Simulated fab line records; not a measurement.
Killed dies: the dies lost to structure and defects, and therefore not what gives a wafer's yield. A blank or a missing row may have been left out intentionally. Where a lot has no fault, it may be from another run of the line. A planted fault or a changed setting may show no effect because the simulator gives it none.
Problem report in the 8D (eight disciplines) form, filled by code || flow berkeley_cmos170 || the parts of the form that need people (team, actions taken, sign-off) are left out

1. THE PROBLEM
Mean SILICIDE_TI_RS at UCB170_SILICIDE_RS_MEAS_02: 21.2 ohm/sq over 6 wafers in 2 lots; fault-free wafers: 26.1 ohm/sq, standard deviation 0.4. That is -12 standard deviations from the usual mean.
The step: measures by four-point-probe.
First observed at day 9 10:46: wafer L705.1, on film_metro-02. The record holds 42 wafers of 14 lots with a number at this step. Rule for "out", or "out of limits": more than 4 standard deviations from the usual mean. All remaining wafers that have a number are taken as sound.

2. WHAT THIS IS AND IS NOT
{"question": "which readings at this step", "is": "SILICIDE_TI_RS", "is not": "-"}
{"question": "which lots", "is": "L705, L709", "is not": "L698, L699, L700, L701, L707, L710, L715, L716, L717, L718, L719, L720"}
{"question": "which wafers of those lots", "is": "all that have a number", "is not": "-"}
{"question": "read on which gauges", "is": "film_metro-02", "is not": "film_metro-03"}
{"question": "when", "is": "from day 9 10:46", "is not": "up to then (12 sound wafers); but 24 sound wafers of L707, L710, L715, L716, L717, L718, L719, L720 came after"}

3. SUSPECTS, AND WHAT RULES EACH OUT
Counting: a tool stays on the suspect list if, at a process step up to the reading, it processed all lots that are out and no sound lot following the first of them.
- the gauge at UCB170_SILICIDE_RS_MEAS_02: kept. All the wafers that are out were read on film_metro-02, and no step on other tools shows them out.
- rtp_anneal-01 at UCB170_SDANNEAL_RTA_01 (time 5 s): ruled out as a lasting fault. The sound lots L710, L715, L716, L717, L720, L719 went through it after L705, its earliest lot that is out (day 9 10:08).
- pvd_sputter-02 at UCB170_SILICIDE_SPUTTER_01 (material Ti, target thk 30 nm, time 25 s): kept. It ran every lot that is out, first L705 (day 9 10:44), and no sound lot after that.
What counting leaves: pvd_sputter-02 at UCB170_SILICIDE_SPUTTER_01 and film_metro-02 at UCB170_SILICIDE_RS_MEAS_02.

4. THE CAUSE (what the simulator had put in)
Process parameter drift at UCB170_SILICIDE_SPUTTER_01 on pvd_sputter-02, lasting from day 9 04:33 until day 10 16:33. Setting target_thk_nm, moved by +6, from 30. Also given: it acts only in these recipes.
2 suspects survive the count, and this tool is in that group.

5. THE CHAIN OF EFFECTS, in route order
Each row: a reading where the mean over the struck wafers with a number is more than 3 standard deviations away from the usual. Readings are gone through only where the record gives a usual standard deviation; hours: the median, over the lots, of the time from a lot's start at the first step in this table giving one to that lot's start at this step; sigmas: the change measured in usual standard deviations.
{"hours": 0, "step": "UCB170_SILICIDE_RS_MEAS_02", "reading": "SILICIDE_TI_RS", "usual": "26.1 ohm/sq", "on struck wafers": 21.2, "change": -4.9, "sigmas": -12}
{"hours": 0, "step": "UCB170_SILICIDE_THK_MEAS_03", "reading": "SILICIDE_TI_THK", "usual": "30.0 nm", "on struck wafers": 36.0, "change": "+6.0", "sigmas": "+15"}

6. HOW IT WOULD HAVE BEEN CAUGHT EARLIER
The first out-of-limits reading at a measuring or inspecting step in this record came at day 9 10:46, 6 hours after the fault's start at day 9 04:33.
An alarm limit of 4 standard deviations would not have fired on the tool readings at UCB170_SILICIDE_SPUTTER_01 for which the record gives a usual standard deviation, since none of them was out on any struck wafer.
Lots out: 2; of these, L709 started UCB170_SILICIDE_SPUTTER_01 on pvd_sputter-02 after day 9 10:46. Had the tool been put on hold then, it would have been spared.
